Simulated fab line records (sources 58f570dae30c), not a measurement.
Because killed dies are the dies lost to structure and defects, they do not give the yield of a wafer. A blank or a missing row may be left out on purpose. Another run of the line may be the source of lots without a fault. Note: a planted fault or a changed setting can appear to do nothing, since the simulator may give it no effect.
A lot that was struck, set against a sound lot :: flow berkeleyCmos170 :: 17 out of 331 route steps
Sound: the wafers L315.2, L315.3, L315.6. Wafers struck: L323.1, L323.4, L323.5. The cause is given at the end.
Each step with rows lists, per side, the tool, then ch with its chambers, then its first start. Under that, the readings that differ: sound wafers :: struck wafers :: difference of the means :: sigmas: that difference in standard deviations of wafers without a fault.
alike: readings whose means differ by less than 2 such deviations, and words and numbers that are the same on both sides. not compared: withheld readings, readings that some wafer has no value for, bounds like >300 that may hide the same value, and numbers for which the record gives no deviation and whose values overlap.
The two part at a step that has a row with sigmas, a row that says differs or no value, or rows on one side only. When numbers do not overlap yet have no deviation, they are printed without sigmas and do not part them. A reading missing from all wafers of one side parts the sides only when that side holds two or more wafers.

first, 1 step without rows for these wafers: UCB170_M3_SOFTBAKE_06 (time 60 s).
UCB170_M3_STRIP_07: strips in O2.
  sound on plasmaAsher-03 ch 0,1, day 10 19:56; struck on plasmaAsher-04 ch 0, day 12 23:10
  alike: drypumpMotorCurrentA, oesProductAu, stripTimeToEndpointS
  not compared: rfHoursCounterH
then, 7 steps without rows for these wafers: UCB170_M3_STRIP_08 (strips KrF in DMSO, time 600 s); UCB170_M3_COAT_09; UCB170_M3_COAT_10 (resist thk 900 nm); UCB170_M3_SOFTBAKE_11 (time 60 s); UCB170_M3_EXPOSE_12 (exposes mask METAL3, target cd 700 nm); UCB170_M3_PEB_13; UCB170_M3_DEVELOP_14 (develop time 45 s).
UCB170_M3_CD_MEAS_15: target cd 700 nm.
  sound on cdSem-01 at day 10 23:04; struck on cdSem-02 at day 13 01:37
  alike: cdNm
UCB170_M3_OVL_MEAS_16:
  sound on overlay-01 at day 10 23:10; struck on overlay-01 at day 13 01:44
  alike: M3_OVL
UCB170_M3_ETCH_17: etches BARC in N2/H2.
  sound on rieDiel-02 ch 1,3, day 10 23:12; struck on rieDiel-03 ch 2,3, day 13 01:46
  alike: drypumpMotorCurrentA, n2FlowSccm, oesProductAu, rfFwdPowerW, throttleValvePct
UCB170_M3_METAL_ETCH_18: etches Al in Cl2/BCl3, stops on SiO2, target depth 1170 nm, time 195 s.
  sound on rieMetal-03 ch 0,1, day 10 23:14; struck on rieMetal-04 ch 0,1, day 13 01:49
reading: oesProductAu (a.u.)
sound: 0.870 0.870 0.868
struck: 0.847 0.829 0.835
difference: -0.032
sigmas: -2

reading: rfFwdPowerW (W)
sound: 596.5 599.1 598.6
struck: 836.9 839.5 839.5
difference: +240.6
sigmas: +99 or more

reading: model.KrF_of_M3_COAT_10.thkNm (nm)
sound: 221.1 186.9 228.1
struck: 0 0 0
difference: -212
sigmas: 

reading: model.M3.featureDepthNm (nm)
sound: 959.4 967.8 962.3
struck: 993.8 974 992.1
difference: +23.5
sigmas: 

reading: model.SiO2_of_V2_CVD_00.thkNm (nm)
sound: 938.6 936.4 938.2
struck: 915.1 910.9 911.7
difference: -25.2
sigmas: 
  alike: drypumpMotorCurrentA, throttleValvePct
  not compared: rfHoursCounterH
UCB170_M3_STRIP_19: strips in O2.
  sound on plasmaAsher-03 ch 0,1, day 10 23:26; struck on plasmaAsher-01 ch 0, day 13 01:59
reading: oesProductAu (a.u.)
sound: 0.549 0.513 0.553
struck: 0.315 0.314 0.319
difference: -0.222
sigmas: -10
  alike: drypumpMotorCurrentA
  not compared: rfHoursCounterH
UCB170_M3_CD_MEAS_90: target cd 700 nm.
  sound on cdSem-01 at day 10 23:38; struck on cdSem-02 at day 13 02:05
reading: cdNm (nm)
sound: 703 699 703
struck: 676 679 678
difference: -24
sigmas: -7
UCB170_M3_BOW_MEAS_20:
  sound on filmMetro-01 at day 10 23:45; struck on filmMetro-02 at day 13 02:13
  alike: M3_BOW
UCB170_M3_PROBE_99:
  sound on prober-02 at day 10 23:54; struck on prober-02 at day 13 02:20
reading: model.etest.antennaM3.gateLog10ACm2
sound: -7.685 -8.02 -7.841
struck: -6.921 -7.001 -7.369
difference: +0.752
sigmas: 

reading: model.etest.antennaM3.vtShiftV (V)
sound: -0.01514 -0.01847 -0.01065
struck: -0.02736 -0.02966 -0.03087
difference: -0.01454
sigmas: 

== WHERE THEY PART ==
At UCB170_M3_METAL_ETCH_18 first; at UCB170_M3_CD_MEAS_90 last (within this record only). Later steps at which nothing parts them and some readings are alike: UCB170_M3_BOW_MEAS_20.

WHY: the cause the simulator had injected
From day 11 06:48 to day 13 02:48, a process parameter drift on rieMetal-04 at UCB170_M3_METAL_ETCH_18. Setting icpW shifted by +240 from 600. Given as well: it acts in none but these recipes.
